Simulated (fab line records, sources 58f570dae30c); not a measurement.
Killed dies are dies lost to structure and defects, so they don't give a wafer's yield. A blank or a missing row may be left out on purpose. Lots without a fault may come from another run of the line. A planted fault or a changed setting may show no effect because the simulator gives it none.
fab line records | flow berkeley_cmos170 | part 2 of 2: steps 38 to 44 of 44
record lots=7 wafers=21 last_day=11
route steps=331 shown PVT@118 GATE@125 FIELD@126 PLDD@145 NLDD@158 SILICIDE@210 M3@331
lots that met no fault: from a run of the same line without faults
start_h: hours from the record's first day to the start of the lot's first wafer shown | wait_h: hours since the lot's step before | " the same as in the row above | L1.1+2: a row that stands for several wafers | - no value, or no start given | * or withheld: withheld | < > ~ a bound
route shown NAME@n: a module of which the file shows steps, and the number in the route of the first | usual: mean/standard deviation of fault-free wafers | same: alike in all rows | chamber/n: place in a boat | sites: the reading at each site | _std_site: their standard deviation | _edge_site: outer sites' mean less inner sites' | radius_mm: how far each site lies from the wafer's centre | mask NAME#n: copy n | behind: the tool/chamber that last shaped the wafer | hold: why the lot was held/for how many hours/how that ended | device: the transistor (n, p or np) that didn't switch | end of line: the same wafers' tests at the end of the route | a step without rows: its recipe alone | killed: dies lost to structure and defects at the first sort, not the wafer's yield | map: a wafer's dies, x killed, . not, _ none there
set.NAME: the setting as run; set.NAME@STEP: as run at that earlier step | model.NAME: the simulator's own value behind a step, which no gauge read
lots at some steps of the route; a table a step, a row a wafer
services: from which hour (start_h, from the record's first day; less than 0 if before it) a tool's chamber was out of use, for how many hours, and why
## steps
# step UCB170_PLDD_STRIP_10
# recipe chemistry=O2 power_w=400 pressure_mtorr=3500 platen_temp_c=withheld o2_flow_sccm=400 overash_fraction=0.5
# usual drypump_motor_current_A=5.52/0.2 oes_product_au=0.735/0.0042 strip_time_to_endpoint_s=21.63/0.07
# columns lot.wafer tool chamber start_h wait_h drypump_motor_current_A oes_product_au rf_hours_counter_h strip_time_to_endpoint_s
L468.2 plasma_asher-01 0 140.07 0.1 5.52 0.737 45 21.66
L468.3 " 0 " " 5.50 0.730 - 21.63
L468.6 " 0 " " 5.51 0.741 - 21.70
L472.1 plasma_asher-02 1 171.46 0.1 5.51 0.725 41 21.56
L472.2 " 0 " " 5.53 0.731 41 21.51
L472.4 " 1 " " 5.52 0.734 - 21.48
L481.3 plasma_asher-02 1 219.32 0.1 5.51 0.733 - 21.56
L481.4 " 0 " " 5.55 0.731 - 21.55
L481.6 " 1 " " 5.50 0.738 - 21.53
L483.1 plasma_asher-01 0 224.77 0.1 5.50 0.734 51 21.62
L483.4 " 1 " " 5.37 0.734 - 21.62
L483.5 " 0 " " 5.50 0.730 - 21.67
L482.1 plasma_asher-02 1 225.24 0.1 5.52 0.728 47 21.75
L482.3 " 0 " " 5.60 0.727 - 21.70
L482.6 " 1 " " 5.51 0.727 - 21.68
L484.3 plasma_asher-02 0 230.86 0.1 5.55 0.736 - 21.69
L484.4 " 1 " " 5.53 0.739 - 21.62
L484.6 " 0 " " 5.56 0.735 - 21.59
L486.3 plasma_asher-02 1 238.41 0.1 5.50 0.736 - 21.64
L486.5 " 0 " " 5.57 0.734 - 21.67
L486.6 " 1 " " 5.53 0.740 - 21.62
# step UCB170_PLDD_TW_MEAS_11
# usual PLDD_TW=1007/11
# columns lot.wafer tool chamber start_h wait_h PLDD_TW
L468.2 film_metro-02 - 140.18 0.1 1014
L468.3 " - " " 1019
L468.6 " - " " 1018
L472.1 film_metro-02 - 171.56 0.1 1012
L472.2 " - " " 1017
L472.4 " - " " 1011
L481.3 film_metro-01 - 219.41 0.1 988
L481.4 " - " " 997
L481.6 " - " " 989
L483.1 film_metro-03 - 224.87 0.1 1017
L483.4 " - " " 1018
L483.5 " - " " 1026
L482.1 film_metro-03 - 225.34 0.1 1022
L482.3 " - " " 1021
L482.6 " - " " 1024
L484.3 film_metro-01 - 230.95 0.1 988
L484.4 " - " " 990
L484.6 " - " " 994
L486.3 film_metro-03 - 238.55 0.1 1016
L486.5 " - " " 1021
L486.6 " - " " 1021
# step UCB170_PLDD_CLEAN_12
# recipe chemistry=SPM temp_c=120 time_s=600
# step UCB170_NLDD_HMDS_00
# recipe prime_time_s=60 prime_temp_c=100
# step UCB170_NLDD_COAT_01
# recipe resist=KrF spin_rpm=1500 resist_thk_nm=900
# step UCB170_SILICIDE_PRE_CLEAN_00
# recipe gas=Ar preclean_etch_time_s=60
# columns lot.wafer tool chamber start_h wait_h model.poly-Si_of_GATE_CVD_04.thk_nm
L468.2 pvd_sputter-02 - 149.78 0.1 206.6
L468.3 " - " " 206
L468.6 " - " " 205.9
L472.1 pvd_sputter-03 - 182.98 0.1 207.9
L472.2 " - " " 207.5
L472.4 " - " " 208.4
L481.3 pvd_sputter-04 - 232.39 0.1 251.1
L481.4 " - " " 249.7
L481.6 " - " " 243.9
L483.1 pvd_sputter-03 - 238.77 0.1 237.9
L483.4 " - " " 221.3
L483.5 " - " " 216.4
L482.1 pvd_sputter-04 - 239.22 0.1 210.2
L482.3 " - " " 220.6
L482.6 " - " " 235.6
L484.3 pvd_sputter-02 - 248.61 0.1 207.4
L484.4 " - " " 208.6
L484.6 " - " " 209.6
L486.3 pvd_sputter-02 - 251.60 0.1 208.5
L486.5 " - " " 208.3
L486.6 " - " " 208.2
# step UCB170_M3_PROBE_99
# columns lot.wafer tool chamber start_h wait_h model.etest.pldd.line_ohm_um model.etest.pldd.rs_ohm_sq model.etest.contact_ppoly.end_ohm_um model.etest.contact_npoly.end_ohm_um model.etest.poly_comb_over_steps.leak_log10_a_um model.etest.pmos_0p35.isub_log10_a_um model.etest.pmos_0p35.overlap_ff_um
L468.2 prober-02 - 178.03 0.1 1779 1103 233.3 63.16 -12.83 -8.151 0.3866
L468.3 prober-02 - 178.08 0.2 1769 1101 221.9 62.21 -12.73 -8.219 0.3876
L468.6 prober-02 - 178.23 0.2 1740 1075 233.4 63.45 -12.77 -8.182 0.3928
L472.1 prober-01 - 205.77 0.1 1666 1039 240.2 64.09 -12.84 -8.155 0.3981
L472.2 prober-01 - 205.82 0.1 1788 1132 238.1 66.41 -12.71 -8.227 0.3801
L472.4 prober-01 - 205.92 0.2 1797 1118 241.8 64.9 -12.81 -8.175 0.3763
L481.3 prober-02 - 255.25 0.2 1982 1167 260.5 78.07 -6.742 -8.37 0.3631
L481.4 prober-02 - 255.30 0.2 2021 1185 262.1 75.11 - -8.323 0.361
L481.6 prober-02 - 255.40 0.2 1966 1163 260.6 74.02 -8.67 -8.36 0.363
L483.1 prober-02 - 265.01 0.1 1877 1151 243.7 71.56 -8.819 -8.368 0.3648
L483.4 prober-02 - 265.16 0.2 1872 1143 260.4 68.57 -12.39 -8.336 0.3649
L483.5 prober-02 - 265.21 0.2 1846 1146 238.4 66.86 -12.8 -8.225 0.366
L482.1 prober-01 - 265.67 0.1 1890 1168 231.3 64.6 -12.77 -8.234 0.3627
L482.3 prober-01 - 265.77 0.2 1918 1172 232.9 66.75 -12.77 -8.244 0.3609
L482.6 prober-01 - 265.92 0.2 1884 1180 227.1 66.86 -11.24 -8.291 0.3614
L486.3 prober-02 - 271.93 0.2 1766 1061 239.2 62.62 -12.9 -8.177 0.3915
L486.5 prober-02 - 272.03 0.2 1884 1107 231.3 62.84 -12.84 -8.214 0.3837
L486.6 prober-02 - 272.08 0.2 1872 1104 251.7 62.4 -12.79 -8.162 0.3749
L484.3 prober-02 - 275.42 0.2 1781 1120 233.5 63.86 -12.81 -8.246 0.3728
L484.4 prober-02 - 275.47 0.2 1841 1139 220.7 61.57 -12.76 -8.269 0.3711
L484.6 prober-02 - 275.57 0.2 1778 1127 227.6 63.01 -12.79 -8.215 0.3699
# killed by level:class
L468.2 M2:geometric_particle:short=2 ACTIVE:geometric_particle:short=1 SACOX:geometric_particle:short=1
L468.3 SILICIDE:geometric_particle:short=1 M1:geometric_particle:short=1 V1:geometric_particle:open=1 M3:geometric_particle:short=1
L468.6 M2:geometric_particle:short=1 V2:geometric_particle:open=1 M3:geometric_particle:short=1
L472.1 GATE:geometric_particle:short=2 SACOX:geometric_particle:open=1 SILICIDE:geometric_particle:open=1 CONTACT:geometric_particle:short=1 V2:geometric_particle:open=1
L472.2 SILICIDE:geometric_particle:short=3 SACOX:geometric_particle:short=1 SCREENOX:geometric_particle:open=1 M1:geometric_particle:short=1 V1:geometric_particle:open=1
L472.4 SACOX:geometric_particle:open=1 SCREENOX:geometric_particle:open=1
L483.1 FIELD:geometric_particle:open=1 SILICIDE:geometric_particle:short=1
L483.4 WELLDRIVE:geometric_particle:open=1 ACTIVE:geometric_particle:open=1 GATE:geometric_particle:open=1 GATE:geometric_particle:short=1 M3:geometric_particle:short=1
L483.5 GATE:geometric_particle:open=1 GATE:geometric_particle:short=1 SPACER:geometric_particle:short=1 SILICIDE:geometric_particle:open=1 SILICIDE:geometric_particle:short=1
L482.1 GATE:geometric_particle:open=1 V1:geometric_particle:short=1
L482.3 GATE:geometric_particle:short=1 SILICIDE:geometric_particle:open=1 SILICIDE:geometric_particle:short=1 V2:geometric_particle:short=1 M3:geometric_particle:short=1 M3:geometric_particle:open=1
L482.6 GATE:geometric_particle:open=1 SILICIDE:geometric_particle:open=1 M2:geometric_particle:short=1
L486.3 GATE:geometric_particle:short=1
L486.5 FIELD:geometric_particle:short=1 SACOX:geometric_particle:open=1 GATE:geometric_particle:short=1 GATE:geometric_particle:open=1 V2:geometric_particle:open=1 M3:geometric_particle:short=1
L486.6 GATE:geometric_particle:short=1 V2:geometric_particle:open=1
L484.3 NWELL:geometric_particle:short=1 SILICIDE:geometric_particle:short=1 M3:geometric_particle:short=1 M3:geometric_particle:open=1
L484.4 SCREENOX:geometric_particle:short=1 SILICIDE:geometric_particle:short=1 V1:geometric_particle:short=1
L484.6 SACOX:geometric_particle:short=1 SACOX:geometric_particle:open=1 SCREENOX:geometric_particle:open=1 GATE:geometric_particle:open=1 M1:geometric_particle:short=1
## services
# columns tool chamber start_h hours kind
plasma_asher-03 - 108.75 9.0 pm
plasma_asher-03 0 108.75 9.0 vent_cycle
plasma_asher-03 1 108.75 9.0 vent_cycle
rie_si-02 - 109.26 2.3 repair
rie_diel-01 3 117.56 9.9 repair
plasma_asher-03 0 117.75 - clean
plasma_asher-03 1 117.75 - clean
rie_si-01 2 123.92 5.3 repair
rie_diel-03 1 133.11 6.4 repair
plasma_asher-03 - 161.00 4.3 pm
rie_si-01 2 161.99 7.4 repair
pvd_sputter-02 - 163.29 8.2 repair
lpcvd-02 - 167.03 0.8 repair
plasma_asher-01 - 168.90 10.0 pm
rie_diel-04 2 190.40 9.5 repair
plasma_asher-03 - 192.07 1.9 repair
plasma_asher-02 - 205.49 1.3 repair
rie_si-02 - 213.75 0.2 repair
rie_diel-01 0 228.09 6.7 repair
pvd_sputter-02 - 229.64 12.9 repair
rie_si-02 2 234.02 - clean
rie_si-02 2 234.02 31.6 scheduled_down
rie_si-02 2 234.02 31.6 vent_cycle
rie_diel-01 - 240.44 1.0 repair
## key
first_sign step=UCB170_GATE_CVD_04 reading=spike_tc_centre_C direction=up sigmas=9 usual=611.0 struck=622.7
effect step=UCB170_GATE_THK_MEAS_05 reading=GATE_POLY_THK direction=up sigmas=10 usual=212.3 struck=238.7
effect step=UCB170_GATE_ETCH_15 reading=oes_product_au direction=up sigmas=6.9 usual=0.832 struck=0.899 wafers_moved=8
model_effect step=UCB170_GATE_CVD_04 value=poly-Si_of_GATE_CVD_04.thk_nm without=213.7 struck=238.8
model_effect step=UCB170_GATE_ETCH_15 value=etch.depth_nm without=213.7 struck=238.8
model_effect step=UCB170_SILICIDE_PRE_CLEAN_00 value=poly-Si_of_GATE_CVD_04.thk_nm without=206.8 struck=231.8
model_effect step=UCB170_M3_PROBE_99 value=etest.pldd.line_ohm_um without=1838 struck=1917
met_at UCB170_GATE_CVD_04
struck_wafers L481.3,L481.4,L481.6,L482.1,L482.3,L482.6,L483.1,L483.4,L483.5
sort_left_out L481.3,L481.4,L481.6
tester_left_out L481,L482,L483
onset_between 165.81 212.37
fault kind=process_parameter_drift tool=lpcvd-01 chamber=- onset_h=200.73 steps=UCB170_GATE_CVD_04 channel=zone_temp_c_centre offset=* shape=step end_h=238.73
# tester_left_out: of these lots the tester's yield and bins aren't shown, on N5 and GAA mostly nor the transistor test; their killed dies are dies lost to structure and defects alone, not to doping, threshold or leakage, so they don't give the yield
# sort_left_out: the simulated sort isn't trusted on such a fault, so these wafers' sort isn't shown, and their yield isn't known
